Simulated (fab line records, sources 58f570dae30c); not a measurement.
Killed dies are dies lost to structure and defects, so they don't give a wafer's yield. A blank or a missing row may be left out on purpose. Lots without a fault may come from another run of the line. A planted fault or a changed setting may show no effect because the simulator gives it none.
Split-lot experiment | flow berkeley_cmos170 | 5 lots, 23 wafers read, on a route of 331 steps

THE SPLIT
At UCB170_CONTACT_COAT_10 (resist thk 900 nm), the setting spin_rpm was moved away from the recipe's 1500 rpm on 8 of the 23 wafers read, by -3.2% to +2.5%. The other wafers ran this setting at the recipe's value.

The reading is taken at the split's own step.

THE READING
KrF_of_CONTACT_COAT_10.thk_nm (the simulator's own value, which no gauge read), in nm, at UCB170_CONTACT_COAT_10 (resist thk 900 nm). The file gives no usual value for it. The 15 wafers here that ran the recipe average 900.0 nm, standard deviation 3.1 nm.

wafer  | tool, chamber at the split | spin_rpm as run, rpm | against the recipe | KrF_of_CONTACT_COAT_10.thk_nm, nm | against lot-mates on the recipe
L074.1 | litho_track-03, 0          | 1500                 | recipe             | 904.3                             | -
L074.3 | litho_track-03, 0          | 1534                 | +2.3%              | 896.1                             | -8.8
L074.4 | litho_track-03, 0          | 1534                 | +2.3%              | 895.3                             | -9.6
L074.5 | litho_track-03, 0          | 1534                 | +2.3%              | 893.6                             | -11.3
L074.6 | litho_track-03, 0          | 1500                 | recipe             | 905.5                             | -
L077.1 | litho_track-02, 0          | 1500                 | recipe             | 895.7                             | -
L077.2 | litho_track-02, 0          | 1500                 | recipe             | 898.8                             | -
L077.3 | litho_track-02, 0          | 1500                 | recipe             | 896.4                             | -
L077.4 | litho_track-02, 0          | 1500                 | recipe             | 897.3                             | -
L077.6 | litho_track-02, 0          | 1500                 | recipe             | 894.5                             | -
L080.1 | litho_track-03, 0          | 1500                 | recipe             | 901.3                             | -
L080.3 | litho_track-03, 0          | 1452                 | -3.2%              | 916.1                             | +15.2
L080.4 | litho_track-03, 0          | 1500                 | recipe             | 899.2                             | -
L080.5 | litho_track-03, 0          | 1452                 | -3.2%              | 917.1                             | +16.2
L080.6 | litho_track-03, 0          | 1500                 | recipe             | 902.1                             | -
L085.2 | litho_track-04, 0          | 1500                 | recipe             | 901.4                             | -
L085.3 | litho_track-04, 0          | 1500                 | recipe             | 901.4                             | -
L085.5 | litho_track-04, 0          | 1500                 | recipe             | 900.6                             | -
L083.1 | litho_track-03, 0          | 1537                 | +2.5%              | 889.4                             | -11.3
L083.3 | litho_track-03, 0          | 1500                 | recipe             | 898.2                             | -
L083.4 | litho_track-03, 0          | 1537                 | +2.5%              | 887.5                             | -13.2
L083.5 | litho_track-03, 0          | 1537                 | +2.5%              | 889.1                             | -11.6
L083.6 | litho_track-03, 0          | 1500                 | recipe             | 903.2                             | -

THE FIT
A straight line over all 23 wafers: KrF_of_CONTACT_COAT_10.thk_nm changes by -4.25 nm for each +1% of spin_rpm; r = -0.90; the points scatter about the line by 3.2 nm.
The same after taking each lot's own level away (the mean of its wafers on the recipe; 23 wafers): -4.77 nm for each +1%; r = -0.98; scatter 1.3 nm.
On that fit, the largest move of spin_rpm shifts the reading by 15 nm.
The lots' own levels span 896.54 to 904.90 nm, that is 2.7 times the standard deviation above.
So the lot-to-lot level changes the slope: the two fits differ.
Check: with one of the wafers moved furthest among these (-3.2%) left out of the fit, the line predicts +15.4 nm for it against its lot-mates. It came out at +15.2 nm against them.

OTHER SPLITS ON THESE WAFERS
These wafers also went through other splits before the reading. Each is held against what the fit with the lots' levels taken away leaves over:
other split on the same wafers       | wafers away from the commonest value | r with KrF_of_CONTACT_COAT_10.thk_nm (lot level and that fit taken away)
UCB170_NWELL_IMPLANT_14 energy_kev   | 5                                    | +0.04
UCB170_ACTIVE_OXIDATION_02 ox_time_s | 18                                   | +0.13
UCB170_PFIELD_IMPLANT_07 dose_cm2    | 10                                   | -0.04
UCB170_PLDD_EXPOSE_03 dose_mj        | 11                                   | +0.14
UCB170_PLDD_DEVELOP_05 dev_temp_c    | 11                                   | +0.05
UCB170_NLDD_EXPOSE_03 dose_mj        | 9                                    | +0.12
UCB170_PSD_EXPOSE_03 dose_mj         | 9                                    | +0.29
UCB170_PSD_PEB_04 peb_temp_c         | 4                                    | -0.37

THE FILE'S OWN FIT
KrF_of_CONTACT_COAT_10.thk_nm changes by -4.77 nm for each +1% of spin_rpm, r = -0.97.
